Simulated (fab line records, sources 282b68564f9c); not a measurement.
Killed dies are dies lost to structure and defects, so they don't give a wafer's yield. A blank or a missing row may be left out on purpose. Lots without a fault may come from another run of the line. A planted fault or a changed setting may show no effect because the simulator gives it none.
fab line records | flow rit_cmos
record lots=6 wafers=18 last_day=7
route steps=202 shown NSD@138 PSD@142 SDANNEAL@153 M1@202
lots that met no fault: from a run of the same line without faults
start_h: hours from the record's first day to the start of the lot's first wafer shown | wait_h: hours since the lot's step before | " the same as in the row above | L1.1+2: a row that stands for several wafers | - no value, or no start given | * or withheld: withheld | < > ~ a bound
route shown NAME@n: a module of which the file shows steps, and the number in the route of the first | usual: mean/standard deviation of fault-free wafers | same: alike in all rows | chamber/n: place in a boat | sites: the reading at each site | _std_site: their standard deviation | _edge_site: outer sites' mean less inner sites' | radius_mm: how far each site lies from the wafer's centre | mask NAME#n: copy n | behind: the tool/chamber that last shaped the wafer | hold: why the lot was held/for how many hours/how that ended | device: the transistor (n, p or np) that didn't switch | end of line: the same wafers' tests at the end of the route | a step without rows: its recipe alone | killed: dies lost to structure and defects at the first sort, not the wafer's yield | map: a wafer's dies, x killed, . not, _ none there
set.NAME: the setting as run; set.NAME@STEP: as run at that earlier step | model.NAME: the simulator's own value behind a step, which no gauge read
lots at some steps of the route; a table a step, a row a wafer
services: from which hour (start_h, from the record's first day; less than 0 if before it) a tool's chamber was out of use, for how many hours, and why
## steps
# step RIT_NSD_HARDBAKE_07
# recipe resist=NOVOLAK temp_c=140 time_s=60
# step RIT_NSD_IMPLANT_08
# recipe species=P energy_kev=25 dose_cm2=1e+15 tilt_deg=7
# step RIT_NSD_STRIP_09
# recipe chemistry=O2 time_s=180 resist=NOVOLAK platen_temp_c=withheld power_w=500 pressure_mtorr=4000 o2_flow_sccm=4000
# usual drypump_motor_current_A=5.39/0.21
# columns lot.wafer tool chamber start_h wait_h drypump_motor_current_A rf_hours_counter_h
L482.1 plasma_asher-04 1 81.12 0.1 5.16 28
L482.4 " 1 " " 5.16 -
L482.6 " 1 " " 5.14 -
L485.2 plasma_asher-01 0 93.69 0.1 5.53 41
L485.4 " 0 " " 5.54 -
L485.6 " 0 " " 5.52 -
L491.1 plasma_asher-01 1 123.32 0.1 5.14 45
L491.4 " 1 " " 5.13 -
L491.6 " 1 " " 5.16 -
L496.2 plasma_asher-01 1 147.78 0.1 5.13 47
L496.4 " 1 " " 5.14 -
L496.5 " 0 " " 5.51 -
L497.1 plasma_asher-01 1 151.67 0.1 5.16 48
L497.3 " 1 " " 5.15 -
L497.5 " 1 " " 5.13 -
L500.3 plasma_asher-04 1 167.68 0.1 5.15 -
L500.4 " 0 " " 5.65 -
L500.5 " 0 " " 5.68 -
# step RIT_NSD_TW_MEAS_10
# usual NSD_TW=3098/23
# columns lot.wafer tool chamber start_h wait_h NSD_TW
L482.1 film_metro-01 - 81.29 0.1 3116
L482.4 " - " " 3126
L482.6 " - " " 3125
L485.2 film_metro-03 - 93.88 0.1 3083
L485.4 " - " " 3082
L485.6 " - " " 3076
L491.1 film_metro-04 - 123.49 0.1 3078
L491.4 " - " " 3072
L491.6 " - " " 3066
L496.2 film_metro-03 - 147.96 0.1 3111
L496.4 " - " " 3121
L496.5 " - " " 3111
L497.1 film_metro-03 - 151.84 0.1 3127
L497.3 " - " " 3116
L497.5 " - " " 3114
L500.3 film_metro-03 - 167.82 0.1 3112
L500.4 " - " " 3138
L500.5 " - " " 3136
# step RIT_PSD_HMDS_00
# recipe prime_time_s=60 prime_temp_c=140
# step RIT_PSD_COAT_01
# recipe resist=NOVOLAK spin_rpm=3250 resist_thk_nm=1000
# step RIT_PSD_SOFTBAKE_02
# recipe resist=NOVOLAK temp_c=90 time_s=60
# step RIT_PSD_EXPOSE_03
# recipe mask_id=M10 na=0.57 target_cd_nm=40900 dose_mj=250
# step RIT_PSD_PEB_04
# recipe resist=NOVOLAK temp_c=withheld time_s=withheld
# step RIT_PSD_DEVELOP_05
# recipe resist=NOVOLAK develop_time_s=50 dev_temp_c=23
# step RIT_PSD_OVL_MEAS_06
# usual PSD_OVL=0.3/1.2
# columns lot.wafer tool chamber start_h wait_h PSD_OVL[nm]
L482.1 overlay-02 - 82.20 - 0.4
L482.4 " - " " -2.0
L482.6 " - " " -0.4
L485.2 overlay-01 - 94.78 - 0.7
L485.4 " - " " -0.8
L485.6 " - " " -0.6
L491.1 overlay-01 - 124.40 - -0.1
L491.4 " - " " 0.3
L491.6 " - " " 0.5
L496.2 overlay-02 - 148.87 - 0.5
L496.4 " - " " -0.3
L496.5 " - " " 0.9
L497.1 overlay-01 - 152.88 - 0.8
L497.3 " - " " -0.1
L497.5 " - " " -0.2
L500.3 overlay-01 - 168.93 - 0.5
L500.4 " - " " 1.3
L500.5 " - " " 1.0
# step RIT_PSD_HARDBAKE_07
# recipe resist=NOVOLAK temp_c=140 time_s=60
# step RIT_PSD_IMPLANT_08
# recipe species=BF2 energy_kev=27 dose_cm2=5e+15 tilt_deg=7
# usual beam_energy_keV=27.000/0.0084 beam_on_s=13.2/1.1
# same implant_ion_amu=49
# columns lot.wafer tool chamber start_h wait_h beam_energy_keV beam_on_s model.implant.rp_nm model.implant.drp_nm
L482.1 implanter-03 0 82.39 0.1 30.509 12.0 24.26 13.13
L482.4 " 0 " " 30.509 12.0 24.26 13.13
L482.6 " 0 " " 30.514 12.0 24.26 13.13
L485.2 implanter-03 0 94.99 0.1 30.519 12.1 24.32 13.13
L485.4 " 0 " " 30.506 11.8 24.32 13.13
L485.6 " 0 " " 30.513 12.1 24.32 13.13
L491.1 implanter-02 0 124.59 0.1 27.001 12.9 22.95 12.05
L491.4 " 0 " " 27.011 12.9 22.95 12.05
L491.6 " 0 " " 26.999 13.2 22.95 12.05
L496.2 implanter-02 0 149.07 0.1 27.011 12.9 21.88 12.05
L496.4 " 0 " " 26.998 12.8 21.88 12.05
L496.5 " 0 " " 26.997 13.1 21.88 12.05
L497.1 implanter-02 0 153.06 0.1 26.999 12.9 22.5 12.05
L497.3 " 0 " " 26.992 12.7 22.5 12.05
L497.5 " 0 " " 26.992 12.7 22.5 12.05
L500.3 implanter-03 0 169.16 0.1 26.993 12.0 22.11 12.05
L500.4 " 0 " " 27.004 11.8 22.11 12.05
L500.5 " 0 " " 27.003 12.1 22.11 12.05
# step RIT_PSD_STRIP_09
# recipe chemistry=O2 time_s=180 resist=NOVOLAK platen_temp_c=withheld power_w=500 pressure_mtorr=4000 o2_flow_sccm=4000
# usual drypump_motor_current_A=5.8/0.52
# columns lot.wafer tool chamber start_h wait_h drypump_motor_current_A rf_hours_counter_h
L482.1 plasma_asher-03 1 82.54 0.1 6.7 46
L482.4 " 0 " " 5.9 -
L482.6 " 0 " " 5.9 -
L485.2 plasma_asher-02 1 95.11 0.1 5.5 45
L485.4 " 0 " " 5.6 -
L485.6 " 0 " " 5.6 -
L491.1 plasma_asher-02 1 124.74 0.1 5.5 49
L491.4 " 1 " " 5.5 -
L491.6 " 1 " " 5.5 -
L496.2 plasma_asher-02 1 149.20 0.1 5.5 52
L496.4 " 1 " " 5.5 -
L496.5 " 0 " " 5.6 -
L497.1 plasma_asher-02 1 153.21 0.1 5.5 52
L497.3 " 1 " " 5.5 -
L497.5 " 1 " " 5.5 -
L500.3 plasma_asher-02 1 169.31 0.1 5.5 -
L500.4 " 0 " " 5.6 -
L500.5 " 1 " " 5.5 -
# step RIT_PSD_TW_MEAS_10
# usual PSD_TW=3409/24
# columns lot.wafer tool chamber start_h wait_h PSD_TW
L482.1 film_metro-01 - 82.72 0.1 3526
L482.4 " - " " 3520
L482.6 " - " " 3534
L485.2 film_metro-03 - 95.30 0.1 3480
L485.4 " - " " 3486
L485.6 " - " " 3484
L491.1 film_metro-04 - 124.91 0.1 3375
L491.4 " - " " 3395
L491.6 " - " " 3394
L496.2 film_metro-04 - 149.38 0.1 3396
L496.4 " - " " 3402
L496.5 " - " " 3394
L497.1 film_metro-03 - 153.39 0.1 3423
L497.3 " - " " 3424
L497.5 " - " " 3429
L500.3 film_metro-01 - 169.45 0.1 3413
L500.4 " - " " 3445
L500.5 " - " " 3430
# step RIT_SDANNEAL_CLEAN_00
# recipe chemistry=SC1 mix=3:3:50 time_s=600 temp_c=75
# step RIT_SDANNEAL_CLEAN_01
# recipe chemistry=dHF dilution=50:1 time_s=30
# step RIT_SDANNEAL_CLEAN_02
# recipe chemistry=SC2 mix=3:3:50 time_s=600 temp_c=75 dry=n2_spin
# step RIT_SDANNEAL_RTA_03
# recipe temp_c=1050 time_s=5 idle_temp_c=600 ramp_up_c_per_s=342 ramp_down_c_per_s=171 cool_to_c=600 ambient=N2
# usual wafer_temp_C_max=1053.5/1.1
# columns lot.wafer tool chamber start_h wait_h wafer_temp_C_max
L482.1 rtp_anneal-02 0 83.14 0.0 1052.7
L482.4 " 0 " " 1053.2
L482.6 " 0 " " 1053.7
L485.2 rtp_anneal-01 0 95.93 0.0 1054.3
L485.4 " 0 " " 1053.3
L485.6 " 0 " " 1053.9
L491.1 rtp_anneal-01 0 125.38 0.0 1052.8
L491.4 " 0 " " 1054.7
L491.6 " 0 " " 1053.5
L496.2 rtp_anneal-02 0 149.82 0.0 1053.3
L496.4 " 0 " " 1052.2
L496.5 " 0 " " 1053.7
L497.1 rtp_anneal-01 0 153.83 0.0 1053.9
L497.3 " 0 " " 1054.9
L497.5 " 0 " " 1052.9
L500.3 rtp_anneal-02 0 169.96 0.0 1053.0
L500.4 " 0 " " 1053.5
L500.5 " 0 " " 1052.1
# step RIT_SDANNEAL_RS_MEAS_04
# recipe thk_meas_gauge=four-point-probe
# usual PSD_RS=115.9/0.34
# columns lot.wafer tool chamber start_h wait_h PSD_RS[ohm/sq]
L482.1 film_metro-01 - 83.20 0.0 109.1
L482.4 " - " " 108.8
L482.6 " - " " 109.1
L485.2 film_metro-01 - 96.00 0.1 109.2
L485.4 " - " " 109.2
L485.6 " - " " 109.2
L491.1 film_metro-04 - 125.43 0.0 116.4
L491.4 " - " " 116.1
L491.6 " - " " 116.3
L496.2 film_metro-04 - 149.89 0.1 116.0
L496.4 " - " " 116.2
L496.5 " - " " 116.4
L497.1 film_metro-03 - 153.89 0.0 115.8
L497.3 " - " " 115.7
L497.5 " - " " 115.4
L500.3 film_metro-03 - 170.04 0.1 115.4
L500.4 " - " " 115.3
L500.5 " - " " 115.4
# step RIT_SDANNEAL_RS_MEAS_05
# recipe thk_meas_gauge=four-point-probe
# usual NSD_RS=84.57/0.3
# columns lot.wafer tool chamber start_h wait_h NSD_RS[ohm/sq]
L482.1 film_metro-01 - 83.32 0.1 85.03
L482.4 " - " " 84.69
L482.6 " - " " 85.09
L485.2 film_metro-01 - 96.12 0.1 84.96
L485.4 " - " " 84.79
L485.6 " - " " 84.91
L491.1 film_metro-04 - 125.55 0.1 84.69
L491.4 " - " " 84.65
L491.6 " - " " 84.51
L496.2 film_metro-04 - 150.01 0.1 84.53
L496.4 " - " " 84.75
L496.5 " - " " 84.43
L497.1 film_metro-03 - 154.01 0.1 84.67
L497.3 " - " " 84.75
L497.5 " - " " 84.97
L500.3 film_metro-03 - 170.16 0.1 84.07
L500.4 " - " " 84.31
L500.5 " - " " 84.26
# step RIT_M1_PROBE_99
# usual killed_at_front_end=7/3 killed_dies=7/3 killed_open=3.6/1.9 killed_short=3.2/1.8
# same gross_dies=264 killed_at_M0_to_M3=0 killed_at_M4_up=0 killed_at_back_side=0 killed_at_contacts=0 killed_at_other=0
# columns lot.wafer tool chamber start_h wait_h killed_at_front_end killed_dies killed_open killed_short model.etest.contact_pplus.end_ohm_um model.etest.diode_pplus_nwell.bv_v model.etest.vpnp.gain model.etest.diode_pplus_nwell.cj_ff_um2 model.etest.diode_pplus_comb.cj_ff_um2
L482.1 prober-01 - 90.75 0.1 4 4 3 1 40.73 6.764 1.139 1.631 1.95
L482.4 prober-01 - 90.90 0.2 6 6 5 1 42.5 6.753 1.128 1.636 1.953
L482.6 prober-01 - 91.00 0.2 6 6 3 3 41.8 6.791 1.123 1.627 1.955
L485.2 prober-02 - 103.63 0.1 5 5 3 2 39.53 6.835 1.189 1.619 1.925
L485.4 prober-02 - 103.73 0.2 8 8 3 5 41.06 6.784 1.149 1.631 1.932
L485.6 prober-02 - 103.83 0.2 7 7 5 2 40.06 6.898 1.191 1.61 1.937
L491.1 prober-02 - 132.99 0.1 4 4 2 2 42.93 6.721 1.061 1.639 1.945
L491.4 prober-02 - 133.14 0.2 2 2 1 1 40.73 6.774 1.09 1.636 1.936
L491.6 prober-02 - 133.24 0.2 9 9 5 4 43.09 6.745 1.089 1.636 1.945
L496.2 prober-01 - 157.60 0.1 9 9 4 5 43.48 6.476 1.023 1.754 2.018
L496.4 prober-01 - 157.70 0.2 1 1 1 0 44.23 6.569 1.046 1.698 2.007
L496.5 prober-01 - 157.75 0.2 5 5 2 3 43.81 6.499 1.023 1.744 2.013
L497.1 prober-02 - 161.23 0.1 8 8 5 3 42.59 6.826 1.113 1.641 1.955
L497.3 prober-02 - 161.33 0.2 2 2 0 2 43.16 6.782 1.109 1.655 1.956
L497.5 prober-02 - 161.43 0.2 5 5 2 3 43.45 6.727 1.092 1.655 1.971
L500.3 prober-01 - 177.76 0.2 2 2 1 1 43.73 6.564 1.057 1.702 2.013
L500.4 prober-01 - 177.81 0.2 8 8 4 4 43.57 6.507 1.023 1.742 2.017
L500.5 prober-01 - 177.86 0.2 4 4 2 2 44.69 6.535 1.028 1.728 2.007
# killed by level:class
L482.1 GATE:geometric_particle:open=3 FOX2:geometric_particle:short=1
L482.4 GATE:geometric_particle:open=2 FOX1:geometric_particle:open=1 FOX2:geometric_particle:open=1 GATE:geometric_particle:short=1 SILICIDE:geometric_particle:open=1
L482.6 FOX1:geometric_particle:short=3 GATE:geometric_particle:open=2 FOX1:geometric_particle:open=1
L485.2 GATE:geometric_particle:short=2 FOX2:geometric_particle:open=1 GATE:geometric_particle:open=1 SPACER:geometric_particle:open=1
L485.4 REOX:geometric_particle:short=2 GATE:geometric_particle:open=1 GATE:geometric_particle:short=1 REOX:geometric_particle:open=1 SPACER:geometric_particle:open=1 SPACER:geometric_particle:short=1 SILICIDE:geometric_particle:short=1
L485.6 SPACER:geometric_particle:open=3 GATE:geometric_particle:open=2 GATE:geometric_particle:short=1 REOX:geometric_particle:short=1
L491.1 GATE:geometric_particle:open=2 GATE:geometric_particle:short=1 SPACER:geometric_particle:short=1
L491.4 FOX1:geometric_particle:open=1 SPACER:geometric_particle:short=1
L491.6 FOX1:geometric_particle:open=3 GATE:geometric_particle:open=2 GATE:geometric_particle:short=2 FOX1:geometric_particle:short=1 SPACER:geometric_particle:short=1
L496.2 GATE:geometric_particle:short=4 SPACER:geometric_particle:open=2 FOX1:geometric_particle:open=1 FOX2:geometric_particle:short=1 GATE:geometric_particle:open=1
L496.4 SPACER:geometric_particle:open=1
L496.5 FOX1:geometric_particle:short=1 REOX:geometric_particle:short=1 SPACER:geometric_particle:short=1 SPACER:geometric_particle:open=1 SILICIDE:geometric_particle:open=1
L497.1 SILICIDE:geometric_particle:open=3 GATE:geometric_particle:open=2 REOX:geometric_particle:short=2 SILICIDE:geometric_particle:short=1
L497.3 FOX1:geometric_particle:short=1 GATE:geometric_particle:short=1
L497.5 FOX2:geometric_particle:short=1 GATE:geometric_particle:short=1 GATE:geometric_particle:open=1 SPACER:geometric_particle:short=1 SILICIDE:geometric_particle:open=1
L500.3 FOX2:geometric_particle:open=1 GATE:geometric_particle:short=1
L500.4 GATE:geometric_particle:short=3 GATE:geometric_particle:open=2 FOX2:geometric_particle:open=1 REOX:geometric_particle:open=1 SILICIDE:geometric_particle:short=1
L500.5 GATE:geometric_particle:open=1 REOX:geometric_particle:short=1 REOX:geometric_particle:open=1 SPACER:geometric_particle:short=1
## services
# columns tool chamber start_h hours kind
plasma_asher-04 - 73.26 1.3 repair
plasma_asher-03 - 108.75 9.0 pm
plasma_asher-03 0 108.75 9.0 vent_cycle
plasma_asher-03 1 108.75 9.0 vent_cycle
plasma_asher-03 0 117.75 - clean
plasma_asher-03 1 117.75 - clean
plasma_asher-04 - 131.30 3.8 repair
plasma_asher-02 - 153.93 14.6 pm
implanter-03 - 156.40 3.4 pm
plasma_asher-04 - 157.03 1.3 repair
## key
first_sign step=RIT_PSD_IMPLANT_08 reading=beam_energy_keV direction=up sigmas=99+ usual=27.000 struck=30.512
effect step=RIT_PSD_TW_MEAS_10 reading=PSD_TW direction=up sigmas=4 usual=3409 struck=3505
effect step=RIT_SDANNEAL_RS_MEAS_04 reading=PSD_RS direction=down sigmas=20 usual=115.9 struck=109.1
model_effect step=RIT_PSD_IMPLANT_08 value=implant.rp_nm without=22.03 struck=24.29
model_effect step=RIT_M1_PROBE_99 value=etest.contact_pplus.end_ohm_um without=44.11 struck=40.95
met_at RIT_PSD_IMPLANT_08
struck_wafers L482.1,L482.4,L482.6,L485.2,L485.4,L485.6
tester_left_out L482,L485
fault kind=process_parameter_drift tool=implanter-03 chamber=- onset_h=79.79 steps=RIT_PSD_IMPLANT_08 channel=energy_kev offset=3.51 shape=step end_h=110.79 acts_in=these_recipes_only stated=27
# tester_left_out: of these lots the tester's yield and bins aren't shown, on N5 and GAA mostly nor the transistor test; their killed dies are dies lost to structure and defects alone, not to doping, threshold or leakage, so they don't give the yield
